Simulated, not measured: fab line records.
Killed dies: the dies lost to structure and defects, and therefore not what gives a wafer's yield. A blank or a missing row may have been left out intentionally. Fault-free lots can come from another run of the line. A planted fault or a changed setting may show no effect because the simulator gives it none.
fab line records ; flow rit_cmos
record: lots: 5; wafers: 23
route steps=202 shown CONTACT@168 M1@188
start_h: hours from the record's opening day to when the first of the lot's shown wafers began ; wait_h: hours elapsed since this lot's preceding step ; " unchanged from the row above ; L1.1+2: one row covering several wafers at once ; - value missing, or start not given ; * or withheld: withheld ; < > ~ a bound
route shown NAME@n: NAME is a module with steps in the file, n the number in the route of the first one ; usual: average and standard deviation across the fault-free wafers ; same: alike in all rows ; chamber/n: place in a boat ; sites: per-site readings ; _std_site: the standard deviation of these ; _edge_site: mean of outer sites minus mean of inner sites ; radius_mm: how far each site lies from the wafer's centre ; mask NAME#n: copy n ; behind: the most recent tool/chamber to have shaped the wafer ; hold: cause of the lot's hold/its duration in hours/its outcome ; device: whichever transistor did not switch (one of n, p or np) ; end of line: the same wafers' tests at the end of the route ; a step with no rows: only its recipe ; killed: not the wafer's yield, but the dies lost to structure and defects at the first sort ; map: shows each die of a wafer: x if killed, . if not, _ if none is there
set.NAME: setting as actually run; set.NAME@STEP: the setting as run at that earlier step ; model.NAME: the simulator's own value behind a step, which no gauge read
lots where settings were altered on purpose, with a table for each step and a row for each wafer
== steps ==
step: RIT_CONTACT_CVD_00
recipe: material: SiO2; target_thk_nm: 400; precursor: TEOS; temp_c: 390; time_s: 61; rf_w: 400
lot.wafer;tool;chamber;start_h;wait_h;set.time_s;model.SiO2_of_CONTACT_CVD_00.thk_nm
L075.2;pecvd-03;0;55.05;0.0;61;398.4
L075.3;pecvd-03;2;55.05;0.0;61;398
L075.6;pecvd-03;1;55.05;0.0;61;407
L078.2;pecvd-03;1;72.45;0.0;61;400.7
L078.3;pecvd-03;0;72.45;0.0;70.08;456.1
L078.4;pecvd-03;2;72.45;0.0;70.08;464.4
L078.5;pecvd-03;1;72.45;0.0;70.08;468.1
L078.6;pecvd-03;0;72.45;0.0;61;404.7
L079.1;pecvd-02;0;76.93;0.1;61;392.4
L079.2;pecvd-02;2;76.93;0.1;57.33;371
L079.3;pecvd-02;1;76.93;0.1;57.33;371.5
L079.5;pecvd-02;2;76.93;0.1;61;397.5
L079.6;pecvd-02;0;76.93;0.1;61;397.7
L081.2;pecvd-03;2;85.98;0.0;61;393.5
L081.3;pecvd-03;1;85.98;0.0;64.37;421.8
L081.4;pecvd-03;0;85.98;0.0;61;403.8
L081.5;pecvd-03;1;85.98;0.0;64.37;427.7
L081.6;pecvd-03;2;85.98;0.0;64.37;425.7
L082.2;pecvd-02;2;93.26;0.0;52.16;339.4
L082.3;pecvd-02;0;93.26;0.0;61;396.6
L082.4;pecvd-02;0;93.26;0.0;52.16;343.3
L082.5;pecvd-02;1;93.26;0.0;61;403.5
L082.6;pecvd-02;2;93.26;0.0;52.16;351.7
step: RIT_CONTACT_THK_MEAS_01
recipe: reads: SiO2_of_CONTACT_CVD_00
usual: CONTACT_TEOS_THK: 399/4.6
lot.wafer;tool;chamber;start_h;wait_h;set.time_s@CONTACT_CVD_00;CONTACT_TEOS_THK[nm]
L075.2;film_metro-04;-;55.11;0.0;61;399
L075.3;film_metro-04;-;55.11;0.0;61;398
L075.6;film_metro-04;-;55.11;0.0;61;407
L078.2;film_metro-03;-;72.51;0.0;61;401
L078.3;film_metro-03;-;72.51;0.0;70.08;456
L078.4;film_metro-03;-;72.51;0.0;70.08;465
L078.5;film_metro-03;-;72.51;0.0;70.08;468
L078.6;film_metro-03;-;72.51;0.0;61;405
L079.1;film_metro-03;-;76.98;0.0;61;392
L079.2;film_metro-03;-;76.98;0.0;57.33;371
L079.3;film_metro-03;-;76.98;0.0;57.33;372
L079.5;film_metro-03;-;76.98;0.0;61;398
L079.6;film_metro-03;-;76.98;0.0;61;398
L081.2;film_metro-03;-;86.04;0.0;61;393
L081.3;film_metro-03;-;86.04;0.0;64.37;421
L081.4;film_metro-03;-;86.04;0.0;61;403
L081.5;film_metro-03;-;86.04;0.0;64.37;428
L081.6;film_metro-03;-;86.04;0.0;64.37;426
L082.2;film_metro-02;-;93.32;0.0;52.16;339
L082.3;film_metro-02;-;93.32;0.0;61;397
L082.4;film_metro-02;-;93.32;0.0;52.16;343
L082.5;film_metro-02;-;93.32;0.0;61;403
L082.6;film_metro-02;-;93.32;0.0;52.16;352
step: RIT_CONTACT_DEVELOP_07
recipe: resist: NOVOLAK; develop_time_s: 120; dev_temp_c: 23
lot.wafer;tool;chamber;start_h;wait_h;set.develop_time_s
L075.2+3+6;litho_track-04;0;-;-;120
L078.2+4;litho_track-01;0;-;-;129.5
L078.3+5+6;litho_track-01;0;-;-;120
L079.1+3;litho_track-04;0;-;-;120
L079.2+5+6;litho_track-04;0;-;-;102
L081.2+6;litho_track-04;0;-;-;120
L081.3+4+5;litho_track-04;0;-;-;108.4
L082.2+3+4+5+6;litho_track-04;0;-;-;120
step: RIT_CONTACT_CD_MEAS_08
recipe: target_cd_nm: 1000
usual: cd_nm: 999.0/2
lot.wafer;tool;chamber;start_h;wait_h;set.develop_time_s@CONTACT_DEVELOP_07;cd_nm
L075.2;cd_sem-01;-;56.27;-;120;998.0
L075.3;cd_sem-01;-;56.27;-;120;996.2
L075.6;cd_sem-01;-;56.27;-;120;996.6
L078.2;cd_sem-01;-;73.55;-;129.5;1010.1
L078.3;cd_sem-01;-;73.55;-;120;1002.4
L078.4;cd_sem-01;-;73.55;-;129.5;1009.2
L078.5;cd_sem-01;-;73.55;-;120;1002.6
L078.6;cd_sem-01;-;73.55;-;120;1000.9
L079.1;cd_sem-01;-;78.13;-;120;1001.8
L079.2;cd_sem-01;-;78.13;-;102;989.2
L079.3;cd_sem-01;-;78.13;-;120;1003.2
L079.5;cd_sem-01;-;78.13;-;102;990.3
L079.6;cd_sem-01;-;78.13;-;102;990.8
L081.2;cd_sem-01;-;87.08;-;120;997.0
L081.3;cd_sem-01;-;87.08;-;108.4;989.0
L081.4;cd_sem-01;-;87.08;-;108.4;989.8
L081.5;cd_sem-01;-;87.08;-;108.4;990.7
L081.6;cd_sem-01;-;87.08;-;120;998.8
L082.2;cd_sem-01;-;94.36;-;120;996.4
L082.3;cd_sem-01;-;94.36;-;120;999.3
L082.4;cd_sem-01;-;94.36;-;120;997.8
L082.5;cd_sem-01;-;94.36;-;120;999.9
L082.6;cd_sem-01;-;94.36;-;120;997.6
step: RIT_CONTACT_HARDBAKE_10
recipe: resist: NOVOLAK; temp_c: 140; time_s: 60
step: RIT_CONTACT_ETCH_11
recipe: target_depth_a: 4800; over_etch_frac: 0.2; stop_on: TiSi2; chemistry: CHF3/CF4/Ar; target: SiO2; CHF3_flow_sccm: 50; cf4_flow_sccm: 10; Ar_flow_sccm: 100; O2_flow_sccm: 5; pressure_mtorr: 100; rf_w: 200; time_s: 320
lot.wafer;tool;chamber;start_h;wait_h;set.time_s@CONTACT_CVD_00;set.develop_time_s@CONTACT_DEVELOP_07;model.CONTACT.cd_nm;model.etch.depth_nm;model.CONTACT.feature_depth_nm
L075.2;rie_diel-01;1;56.55;0.1;61;120;997.6;398.4;398.4
L075.3;rie_diel-01;0;56.55;0.1;61;120;996.3;398;398
L075.6;rie_diel-01;1;56.55;0.1;61;120;996.5;407;407
L078.2;rie_diel-02;3;73.84;0.1;61;129.5;1010;400.7;400.7
L078.3;rie_diel-02;0;73.84;0.1;70.08;120;1002;456.1;456.1
L078.4;rie_diel-02;1;73.84;0.1;70.08;129.5;1008;464.4;464.4
L078.5;rie_diel-02;1;73.84;0.1;70.08;120;1002;468.1;468.1
L078.6;rie_diel-02;0;73.84;0.1;61;120;1001;404.7;404.7
L079.1;rie_diel-03;1;78.44;0.1;61;120;1002;392.4;392.4
L079.2;rie_diel-03;2;78.44;0.1;57.33;102;989.3;371;371
L079.3;rie_diel-03;0;78.44;0.1;57.33;120;1003;371.5;371.5
L079.5;rie_diel-03;1;78.44;0.1;61;102;990;397.5;397.5
L079.6;rie_diel-03;2;78.44;0.1;61;102;990.9;397.7;397.7
L081.2;rie_diel-02;3;87.36;0.1;61;120;997.5;393.5;393.5
L081.3;rie_diel-02;0;87.36;0.1;64.37;108.4;988.9;421.8;421.8
L081.4;rie_diel-02;1;87.36;0.1;61;108.4;989.7;403.8;403.8
L081.5;rie_diel-02;1;87.36;0.1;64.37;108.4;990.4;427.7;427.7
L081.6;rie_diel-02;0;87.36;0.1;64.37;120;998.8;425.7;425.7
L082.2;rie_diel-01;3;94.64;0.1;52.16;120;996.2;339.4;339.4
L082.3;rie_diel-01;1;94.64;0.1;61;120;999.1;396.6;396.6
L082.4;rie_diel-01;2;94.64;0.1;52.16;120;997.7;343.3;343.3
L082.5;rie_diel-01;2;94.64;0.1;61;120;999.5;403.5;403.5
L082.6;rie_diel-01;3;94.64;0.1;52.16;120;997.2;351.7;351.7
step: RIT_CONTACT_STRIP_12
recipe: chemistry: O2; time_s: 180; resist: NOVOLAK; platen_temp_c: withheld; power_w: 500; pressure_mtorr: 4000; o2_flow_sccm: 4000
step: RIT_CONTACT_CD_MEAS_90
recipe: target_cd_nm: 1000
usual: cd_nm: 999.0/2.1
lot.wafer;tool;chamber;start_h;wait_h;set.develop_time_s@CONTACT_DEVELOP_07;cd_nm
L075.2;cd_sem-01;-;56.94;0.1;120;997.7
L075.3;cd_sem-01;-;56.94;0.1;120;996.0
L075.6;cd_sem-01;-;56.94;0.1;120;996.8
L078.2;cd_sem-02;-;74.22;0.1;129.5;1010.1
L078.3;cd_sem-02;-;74.22;0.1;120;1002.2
L078.4;cd_sem-02;-;74.22;0.1;129.5;1008.3
L078.5;cd_sem-02;-;74.22;0.1;120;1001.9
L078.6;cd_sem-02;-;74.22;0.1;120;1000.5
L079.1;cd_sem-01;-;78.81;0.1;120;1001.9
L079.2;cd_sem-01;-;78.81;0.1;102;989.8
L079.3;cd_sem-01;-;78.81;0.1;120;1003.0
L079.5;cd_sem-01;-;78.81;0.1;102;990.1
L079.6;cd_sem-01;-;78.81;0.1;102;991.0
L081.2;cd_sem-02;-;87.75;0.1;120;997.6
L081.3;cd_sem-02;-;87.75;0.1;108.4;989.1
L081.4;cd_sem-02;-;87.75;0.1;108.4;989.4
L081.5;cd_sem-02;-;87.75;0.1;108.4;990.7
L081.6;cd_sem-02;-;87.75;0.1;120;998.8
L082.2;cd_sem-02;-;95.03;0.1;120;996.3
L082.3;cd_sem-02;-;95.03;0.1;120;999.4
L082.4;cd_sem-02;-;95.03;0.1;120;997.4
L082.5;cd_sem-02;-;95.03;0.1;120;999.2
L082.6;cd_sem-02;-;95.03;0.1;120;997.1
step: RIT_M1_COAT_04
recipe: resist: NOVOLAK; spin_rpm: 2000; resist_thk_nm: 1300
lot.wafer;tool;chamber;start_h;wait_h;set.resist_thk_nm;model.NOVOLAK_of_M1_COAT_04.thk_nm
L075.2;litho_track-04;0;58.04;0.1;1300;1302
L075.3;litho_track-04;0;58.04;0.1;1300;1303
L075.6;litho_track-04;0;58.04;0.1;1300;1300
L078.2+6;litho_track-03;0;75.36;0.1;1355;1354
L078.3;litho_track-03;0;75.36;0.1;1300;1304
L078.4;litho_track-03;0;75.36;0.1;1300;1298
L078.5;litho_track-03;0;75.36;0.1;1355;1356
L079.1;litho_track-02;0;79.93;0.1;1352;1360
L079.2;litho_track-02;0;79.93;0.1;1352;1362
L079.3+5;litho_track-02;0;79.93;0.1;1300;1310
L079.6;litho_track-02;0;79.93;0.1;1300;1309
L081.2;litho_track-02;0;89.01;0.1;1300;1307
L081.3;litho_track-02;0;89.01;0.1;1327;1335
L081.4;litho_track-02;0;89.01;0.1;1300;1304
L081.5;litho_track-02;0;89.01;0.1;1300;1312
L081.6;litho_track-02;0;89.01;0.1;1327;1337
L082.2+5;litho_track-02;0;96.13;0.1;1300;1303
L082.3;litho_track-02;0;96.13;0.1;1363;1366
L082.4;litho_track-02;0;96.13;0.1;1363;1363
L082.6;litho_track-02;0;96.13;0.1;1363;1365
step: RIT_M1_SOFTBAKE_05
recipe: resist: NOVOLAK; temp_c: 90; time_s: 60
lot.wafer;tool;chamber;start_h;wait_h;set.temp_c
L075.2+3+6;litho_track-04;0;58.19;0.1;90
L078.2+5;litho_track-03;0;75.51;0.1;87.64
L078.3+4+6;litho_track-03;0;75.51;0.1;90
L079.1+2+3+5+6;litho_track-02;0;80.08;0.1;90
L081.2+3;litho_track-02;0;89.16;0.1;88.17
L081.4+5+6;litho_track-02;0;89.16;0.1;90
L082.2+3+4;litho_track-02;0;96.28;0.1;90
L082.5+6;litho_track-02;0;96.28;0.1;91.71
step: RIT_M1_EXPOSE_06
recipe: mask_id: M12; na: 0.6; source_shape: conventional; sigma_outer: 0.5; target_cd_nm: 2600; dose_mj: 250
step: RIT_M1_PEB_07
recipe: resist: NOVOLAK; temp_c: withheld; time_s: withheld
step: RIT_M1_DEVELOP_08
recipe: resist: NOVOLAK; develop_time_s: 68; dev_temp_c: 23
step: RIT_M1_CD_MEAS_09
recipe: target_cd_nm: 2600
usual: cd_nm: 2601.4/2.8
lot.wafer;tool;chamber;start_h;wait_h;set.resist_thk_nm@M1_COAT_04;cd_nm
L075.2;cd_sem-02;-;58.77;-;1300;2601.4
L075.3;cd_sem-02;-;58.77;-;1300;2602.0
L075.6;cd_sem-02;-;58.77;-;1300;2599.4
L078.2;cd_sem-01;-;76.08;-;1355;2610.3
L078.3;cd_sem-01;-;76.08;-;1300;2603.2
L078.4;cd_sem-01;-;76.08;-;1300;2601.4
L078.5;cd_sem-01;-;76.08;-;1355;2610.9
L078.6;cd_sem-01;-;76.08;-;1355;2608.5
L079.1;cd_sem-02;-;80.66;-;1352;2609.6
L079.2;cd_sem-02;-;80.66;-;1352;2612.2
L079.3;cd_sem-02;-;80.66;-;1300;2605.7
L079.5;cd_sem-02;-;80.66;-;1300;2606.5
L079.6;cd_sem-02;-;80.66;-;1300;2606.1
L081.2;cd_sem-02;-;89.75;-;1300;2601.1
L081.3;cd_sem-02;-;89.75;-;1327;2604.1
L081.4;cd_sem-02;-;89.75;-;1300;2600.6
L081.5;cd_sem-02;-;89.75;-;1300;2601.8
L081.6;cd_sem-02;-;89.75;-;1327;2603.6
L082.2;cd_sem-01;-;96.98;-;1300;2599.4
L082.3;cd_sem-01;-;96.98;-;1363;2604.8
L082.4;cd_sem-01;-;96.98;-;1363;2607.9
L082.5;cd_sem-01;-;96.98;-;1300;2601.0
L082.6;cd_sem-01;-;96.98;-;1363;2602.9
step: RIT_M1_HARDBAKE_11
recipe: resist: NOVOLAK; temp_c: 140; time_s: 120
lot.wafer;tool;chamber;start_h;wait_h;set.resist_thk_nm@M1_COAT_04;model.NOVOLAK_of_M1_COAT_04.thk_nm
L075.2;litho_track-02;0;59.08;0.2;1300;1138
L075.3;litho_track-02;0;59.08;0.2;1300;1139
L075.6;litho_track-02;0;59.08;0.2;1300;1137
L078.2;litho_track-02;0;76.26;0.1;1355;1184
L078.3;litho_track-02;0;76.26;0.1;1300;1141
L078.4;litho_track-02;0;76.26;0.1;1300;1135
L078.5;litho_track-02;0;76.26;0.1;1355;1185
L078.6;litho_track-02;0;76.26;0.1;1355;1183
L079.1;litho_track-03;0;80.82;0.0;1352;1189
L079.2;litho_track-03;0;80.82;0.0;1352;1190
L079.3+6;litho_track-03;0;80.82;0.0;1300;1145
L079.5;litho_track-03;0;80.82;0.0;1300;1146
L081.2;litho_track-04;0;89.93;0.1;1300;1143
L081.3;litho_track-04;0;89.93;0.1;1327;1167
L081.4;litho_track-04;0;89.93;0.1;1300;1140
L081.5;litho_track-04;0;89.93;0.1;1300;1147
L081.6;litho_track-04;0;89.93;0.1;1327;1169
L082.2+5;litho_track-02;0;97.22;0.1;1300;1139
L082.3;litho_track-02;0;97.22;0.1;1363;1194
L082.4;litho_track-02;0;97.22;0.1;1363;1191
L082.6;litho_track-02;0;97.22;0.1;1363;1193
step: RIT_M1_METAL_ETCH_12
recipe: stop_on: SiO2; chemistry: Cl2/BCl3; target: Al; time_s: 165; over_etch_frac: 0.5; pressure_mtorr: 100; target_depth_a: 6000; rf_w: 250; Cl2_flow_sccm: 60; bcl3_flow_sccm: 50
lot.wafer;tool;chamber;start_h;wait_h;set.over_etch_frac;set.time_s@CONTACT_CVD_00;set.resist_thk_nm@M1_COAT_04;model.NOVOLAK_of_M1_COAT_04.thk_nm;model.SiO2_of_CONTACT_CVD_00.thk_nm
L075.2;rie_metal-02;0;59.28;0.2;0.5;61;1300;805;361.4
L075.3;rie_metal-02;1;59.28;0.2;0.5;61;1300;810.5;361.5
L075.6;rie_metal-02;0;59.28;0.2;0.5;61;1300;804.7;370.2
L078.2;rie_metal-02;1;76.47;0.2;0.3957;61;1355;875.1;366.2
L078.3;rie_metal-02;1;76.47;0.2;0.5;70.08;1300;808.6;419.3
L078.4;rie_metal-02;0;76.47;0.2;0.3957;70.08;1300;827.9;430.2
L078.5;rie_metal-02;0;76.47;0.2;0.5;70.08;1355;851.8;431.3
L078.6;rie_metal-02;1;76.47;0.2;0.3957;61;1355;875.4;370.3
L079.1;rie_metal-04;0;81.07;0.2;0.4242;61;1352;870.9;357
L079.2;rie_metal-04;1;81.07;0.2;0.5;57.33;1352;867.5;335.2
L079.3;rie_metal-04;1;81.07;0.2;0.4242;57.33;1300;838.4;337.3
L079.5;rie_metal-04;1;81.07;0.2;0.4242;61;1300;840.3;363.4
L079.6;rie_metal-04;0;81.07;0.2;0.5;61;1300;810.3;360.7
L081.2;rie_metal-02;0;90.14;0.2;0.5423;61;1300;805.4;355.9
L081.3;rie_metal-02;1;90.14;0.2;0.5423;64.37;1327;829.1;384.2
L081.4;rie_metal-02;0;90.14;0.2;0.5;61;1300;816.4;367.8
L081.5;rie_metal-02;1;90.14;0.2;0.5423;64.37;1300;806.1;390.1
L081.6;rie_metal-02;0;90.14;0.2;0.5;64.37;1327;838.2;389
L082.2;rie_metal-04;0;97.43;0.2;0.5;52.16;1300;808;302.5
L082.3;rie_metal-04;1;97.43;0.2;0.6181;61;1363;844.1;357.9
L082.4;rie_metal-04;0;97.43;0.2;0.6181;52.16;1363;832.8;303.6
L082.5;rie_metal-04;0;97.43;0.2;0.5;61;1300;805.3;366.5
L082.6;rie_metal-04;1;97.43;0.2;0.5;52.16;1363;871.9;316
== key ==
split: step: RIT_CONTACT_CVD_00; setting: time_s; stated: 61; by: wafer
response: step: RIT_CONTACT_CVD_00; reading: model.SiO2_of_CONTACT_CVD_00.thk_nm; change: +4; per: 1%; r: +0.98
response: step: RIT_CONTACT_THK_MEAS_01; reading: CONTACT_TEOS_THK; change: +4; per: 1%; r: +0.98
response: step: RIT_CONTACT_ETCH_11; reading: model.etch.depth_nm; change: +4; per: 1%; r: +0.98
response: step: RIT_CONTACT_ETCH_11; reading: model.CONTACT.feature_depth_nm; change: +4; per: 1%; r: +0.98
response: step: RIT_M1_METAL_ETCH_12; reading: model.SiO2_of_CONTACT_CVD_00.thk_nm; change: +3.93; per: 1%; r: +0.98
split: step: RIT_CONTACT_DEVELOP_07; setting: develop_time_s; stated: 120; by: wafer
response: step: RIT_CONTACT_CD_MEAS_08; reading: cd_nm; change: +0.85; per: 1%; r: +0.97
response: step: RIT_CONTACT_ETCH_11; reading: model.CONTACT.cd_nm; change: +0.863; per: 1%; r: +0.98
response: step: RIT_CONTACT_CD_MEAS_90; reading: cd_nm; change: +0.852; per: 1%; r: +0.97
split: step: RIT_M1_COAT_04; setting: resist_thk_nm; stated: 1300; by: wafer
response: step: RIT_M1_COAT_04; reading: model.NOVOLAK_of_M1_COAT_04.thk_nm; change: +12.8; per: 1%; r: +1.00
response: step: RIT_M1_CD_MEAS_09; reading: cd_nm; change: +1.31; per: 1%; r: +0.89
response: step: RIT_M1_HARDBAKE_11; reading: model.NOVOLAK_of_M1_COAT_04.thk_nm; change: +11; per: 1%; r: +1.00
response: step: RIT_M1_METAL_ETCH_12; reading: model.NOVOLAK_of_M1_COAT_04.thk_nm; change: +10.1; per: 1%; r: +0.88
split: step: RIT_M1_SOFTBAKE_05; setting: temp_c; stated: 90; by: wafer
response none clear
split: step: RIT_M1_METAL_ETCH_12; setting: over_etch_frac; stated: 0.5; by: wafer
response: step: RIT_M1_METAL_ETCH_12; reading: model.NOVOLAK_of_M1_COAT_04.thk_nm; slope: -1.11; per: 1%; together_with: resist_thk_nm@M1_COAT_04; explained: 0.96
